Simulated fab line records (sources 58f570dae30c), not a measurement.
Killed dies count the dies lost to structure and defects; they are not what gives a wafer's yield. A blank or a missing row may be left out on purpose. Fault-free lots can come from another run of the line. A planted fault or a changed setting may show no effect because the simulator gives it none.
A struck lot beside a sound one :: flow berkeley cmos170 :: 14 out of 331 route steps
Sound: the wafers L879.2, L879.4, L879.6. Wafers L884.1, L884.3, L884.4 were the ones struck. Last of all comes the cause.
Per side, at each step with rows, come the tool, then ch with its chambers, and then its first start. Under that, the readings that differ: sound wafers :: struck wafers :: difference of the means :: sigmas: that difference in standard deviations of wafers without a fault.
alike: same words and numbers on both sides, and readings whose means sit less than 2 such deviations apart. not compared: any withheld reading, any reading some wafer has no value for, any bound like >300 that may hide the same value, and any number with overlapping values for which the record gives no deviation.
A row with sigmas, a row that says differs or no value, or rows on one side alone: a step with any of these is where the two part. Non-overlapping numbers with no deviation appear without sigmas and do not part them. A reading missing from all wafers of one side parts the sides only when that side holds two or more wafers.

first, 1 step without rows for these wafers: UCB170_START_OXIDATION_02 (target thk 20 nm, ox time 1800 s).
UCB170_START_THK_MEAS_03:
  sound on film metro-03 at day 2 01:56; struck on film metro-03 at day 3 02:33
  alike: START_OXIDE_THK
then, 7 steps without rows for these wafers: UCB170_START_ANNEAL_04 (time 1200 s); UCB170_ZERO_HMDS_00 (prime time 60 s); UCB170_ZERO_COAT_01 (resist thk 900 nm); UCB170_ZERO_SOFTBAKE_02 (time 60 s); UCB170_ZERO_EXPOSE_03 (exposes mask PM MARKS, target cd 4000 nm); UCB170_ZERO_PEB_04; UCB170_ZERO_DEVELOP_05 (develop time 45 s).
UCB170_ZERO_ETCH_06: etches SiO2 in CHF3/CF4/Ar, time 12 s.
  sound on rie diel-03 ch 0,1,3, day 2 06:38; struck on rie diel-04 ch 0,2,3, day 3 09:20
  alike: drypump motor current A, oes product au, rf fwd power W, throttle valve pct
  not compared: rf hours counter h
UCB170_ZERO_STRIP_07: strips in O2.
  sound on plasma asher-04 ch 0,1, day 2 06:39; struck on plasma asher-04 ch 0,1, day 3 09:22
reading: strip time to endpoint s (s)
sound: 21.44 21.50 21.44
struck: 21.62 21.67 21.57
difference: +0.16
sigmas: +2
  alike: drypump motor current A, oes product au
  not compared: rf hours counter h
then, 1 step without rows for these wafers: UCB170_NWELL_WET_ETCH_00 (etches SiO2 in dHF, time 200 s).
UCB170_NWELL_OXIDATION_01: target thk 26.4 nm, ox time 1260 s.
  struck on furnace-02, day 3 13:27; sound on furnace-03 ch 0, day 2 10:52
  no value came back on the struck wafers for ox temp c (C), ox temp c max, tube center temp C (C); on the sound wafers ox temp c (C) reads 1000.0 1000.5 1000.1
then, 1 step without rows for these wafers: UCB170_NWELL_ANNEAL_03 (time 900 s).

WHERE THEY PART
At UCB170_ZERO_STRIP_07 first; at UCB170_NWELL_OXIDATION_01 last (within this record only).

WHY: the cause the simulator had injected
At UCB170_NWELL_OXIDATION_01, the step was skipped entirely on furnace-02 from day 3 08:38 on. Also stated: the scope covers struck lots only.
